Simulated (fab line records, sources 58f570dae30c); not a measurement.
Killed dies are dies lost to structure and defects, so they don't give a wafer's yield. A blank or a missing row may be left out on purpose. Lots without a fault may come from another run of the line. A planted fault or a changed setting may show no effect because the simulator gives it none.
Chamber matching | flow berkeley_cmos170 | UCB170_ACTIVE_ETCH_15 on rie_diel-03: 4 sister chambers
The step etches Si3N4 in CH3F/Ar/O2, stops on SiO2, target depth 242 nm, time 151 s. 4 wafers are shown with their chamber, then 9 later ones without.

WAFERS WITH THEIR CHAMBER
wafer  | chamber | drypump_motor_current_A (A)
L692.4 | 0       | 5.7
L697.1 | 1       | 5.3
L697.5 | 3       | 4.8
L697.6 | 2       | 6.3

WAFERS WITHOUT THEIR CHAMBER
wafer  | drypump_motor_current_A (A)
L698.2 | 6.3
L698.4 | 5.8
L698.5 | 4.8
L701.1 | 6.3
L701.2 | 5.8
L701.4 | 4.9
L699.3 | 6.3
L699.4 | 5.4
L699.5 | 5.8

WHICH CHAMBER EACH WENT THROUGH
wafer  | from the rows above | in truth
L698.2 | 2                   | 2
L698.4 | 0                   | 0
L698.5 | 3                   | 3
L701.1 | 2                   | 2
L701.2 | 0                   | 0
L701.4 | 3                   | 3
L699.3 | 2                   | 2
L699.4 | 1                   | 1
L699.5 | 0                   | 0
Placed correctly: 9 of 9. Can't be placed from these rows: 0. Placed wrongly: 0.
How it was worked out, from the rows above alone: a wafer's distance from a chamber is the root of the sum, over the readings, of the square of ((its reading less the chamber's mean) divided by the reading's scatter). The wafer belongs to the nearest chamber; if the next one is less than 2 further off, it can't be placed. A chamber's mean is the mean of its shown wafers. The scatter: with one shown wafer a chamber, the root of the mean of the squares of how far each hidden wafer lies from its nearest shown one.
